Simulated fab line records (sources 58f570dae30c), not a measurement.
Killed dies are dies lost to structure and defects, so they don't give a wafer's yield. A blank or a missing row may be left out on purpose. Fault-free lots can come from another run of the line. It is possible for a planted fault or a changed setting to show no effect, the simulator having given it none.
One fault through the eyes of 2 desks | flow berkeley cmos170 | each desk holds nothing but its own numbers, with what lay behind them at the end

## TOOL OWNER'S DESK, rie diel-04
The tool's own readings at UCB170_M1_ETCH_11 (etches BARC in N2/H2): means of the sampled wafers that have a number, for each lot that ran on this tool. The brackets show how far a lot's mean lies from the usual mean; more than 4 standard deviations puts the lot out of limits, marked OUT.
Columns: A = bias w at UCB170_M1_ETCH_11, usual 99.99 W; B = drypump motor current A at UCB170_M1_ETCH_11, usual 5.9 A; C = h2 flow sccm at UCB170_M1_ETCH_11, usual 200.0 sccm; D = oes product au at UCB170_M1_ETCH_11, usual 1.009 a.u.; E = throttle valve pct at UCB170_M1_ETCH_11, usual 13.31 %
lot  | first seen here | A               | B   | C     | D                | E
L607 | day 8 05:19     | 100.07          | 6.0 | 199.8 | 1.015            | 13.34
L609 | day 8 18:18     | 100.25          | 5.6 | 199.9 | 1.026            | 13.57
L610 | day 8 19:45     | 72.12 (-96) OUT | 5.8 | 199.9 | 0.909 (-4.5) OUT | 13.37
L611 | day 9 04:27     | 72.22 (-96) OUT | 6.0 | 200.4 | 0.908 (-4.6) OUT | 13.33
L623 | day 11 23:55    | 100.11          | 5.7 | 200.0 | 1.007            | 13.39
L627 | day 12 14:31    | 100.09          | 6.0 | 199.6 | 1.006            | 13.20
This desk's finding: out of limits on L610, L611; first on L610, day 8 19:45 (bias w at UCB170_M1_ETCH_11). In limits: L607, L609, L623, L627.

## FROM THE METROLOGY DESK
Lot by lot, what the gauges showed, no matter which tool ran the lot: averages of those sampled wafers that carry a number. The brackets show how far a lot's mean lies from the usual mean; more than 4 standard deviations puts the lot out of limits, marked OUT.
Columns: A = CONTACT_PSG_THK at UCB170_CONTACT_THK_MEAS_02, usual 699 nm; B = M1_AL_RS at UCB170_M1_RS_MEAS_01, usual 0.0488 ohm/sq
lot  | first seen here | A   | B
L607 | day 8 01:10     | 698 | 0.0490
L609 | day 8 13:35     | 708 | 0.0488
L610 | day 8 15:07     | 709 | 0.0492
L611 | day 9 00:26     | 693 | 0.0491
L612 | day 9 00:26     | 693 | 0.0483
L616 | day 9 22:50     | 710 | 0.0485
L619 | day 10 08:58    | 697 | 0.0488
L620 | day 11 00:02    | 701 | 0.0489
L621 | day 11 00:10    | 688 | 0.0493
L624 | day 11 18:14    | 691 | 0.0478
L623 | day 11 20:01    | 694 | 0.0484
L626 | day 12 09:19    | 703 | 0.0485
L627 | day 12 09:20    | 709 | 0.0493
L630 | day 13 02:57    | 703 | 0.0490
Result from this desk: across the 14 lots, nothing is out of limits.

## ALL TOGETHER
The tool owner's desk had the chance to raise an alarm at day 8 19:45 on L610, L611.
Metrology desk: nothing out of limits seen.
The metrology desk holds a record of L610, L611, inside its limits.
Every lot named ran UCB170_M1_ETCH_11 on rie diel-04.

## WHAT HAD BEEN PUT IN BY THE SIMULATOR
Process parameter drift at UCB170_M1_ETCH_11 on rie diel-04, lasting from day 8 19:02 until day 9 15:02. Setting bias w shifted by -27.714 from 100. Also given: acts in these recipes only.
Lots struck among those shown: L610, L611.
Hours from the fault's start to each desk's first reading out of limits: the tool owner's desk, 1.
